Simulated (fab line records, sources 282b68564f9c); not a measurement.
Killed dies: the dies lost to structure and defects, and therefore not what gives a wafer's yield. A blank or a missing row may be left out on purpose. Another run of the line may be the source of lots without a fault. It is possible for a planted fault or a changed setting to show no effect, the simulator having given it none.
What tool caused it? | flow rit_cmos | 8 lots, 24 wafers sampled, at 2 steps of a route of 202

## WHAT EACH GAUGE READ, for each wafer
RIT_M1_RS_MEAS_01: the measuring method here is four-point-probe.
lot  | measured    | on            | M1_AL_RS (ohm/sq)
L957 | day 3 10:10 | film_metro-04 | 0.0706 0.0709 0.0717
L959 | day 3 21:51 | film_metro-04 | 0.0712 0.0706 0.0714
L961 | day 4 08:05 | film_metro-02 | 0.0707 0.0701 0.0704
L966 | day 5 11:50 | film_metro-01 | 0.0894 0.0896 0.0888
L969 | day 5 23:43 | film_metro-04 | 0.0716 0.0718 0.0723
L971 | day 6 12:52 | film_metro-02 | 0.0884 0.0878 0.0892
L975 | day 7 05:06 | film_metro-04 | 0.0722 0.0713 0.0723
L979 | day 8 00:03 | film_metro-04 | 0.0713 0.0702 0.0706

## WHAT TOOL EACH LOT RAN ON (gives the tool, then ch and the chambers of the sampled wafers, and finally the start)
lot  | RIT_M1_SPUTTER_00
L957 | pvd_sputter-02, day 3 09:52
L959 | pvd_sputter-02, day 3 21:33
L961 | pvd_sputter-02, day 4 07:47
L966 | pvd_sputter-03, day 5 11:31
L969 | pvd_sputter-04, day 5 23:26
L971 | pvd_sputter-03, day 6 12:34
L975 | pvd_sputter-04, day 7 04:49
L979 | pvd_sputter-04, day 7 23:46
- RIT_M1_SPUTTER_00: material Al, target thk 400 nm, time 500 s.

## THE ANSWER, worked out from the rows above alone
Rule: usual is defined by the lots themselves. Put in order of their means at a reading, lots are off if they are a third of the lots or fewer, leave a main group of 4 or more, and stand apart from it by a gap of 3 or more times the standard deviation of the main group's means; of several such gaps the widest counts. Not used: any main group whose means are identical at the precision the tables above print for the reading. A lot without any number at a reading at which 4 lots or more have one is off too. Where the step has rows for the other lots, those lots are counted as sound.
Off: L966, L971, seen at RIT_M1_RS_MEAS_01 (M1_AL_RS). For the main group the mean is 0.0712 ohm/sq and the standard deviation 0.00057.
If a tool, at a process step before that reading, ran all the lots that are off and no sound lot after the first of them, it fits. Gauges at RIT_M1_RS_MEAS_01: tried the same way as those tools. One candidate fits, namely pvd_sputter-03 at RIT_M1_SPUTTER_00. It ran no sound lot before its first lot that is off in this sample, so the start can't be narrowed down.

## WHAT THE SIMULATOR HAD INSERTED
Site profile drift: pvd_sputter-03, from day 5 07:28 on, at RIT_M1_SPUTTER_00. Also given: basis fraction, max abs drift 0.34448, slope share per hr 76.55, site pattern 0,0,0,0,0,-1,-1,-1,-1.
Struck lots among those shown: L966, L971. The rule above found the same.
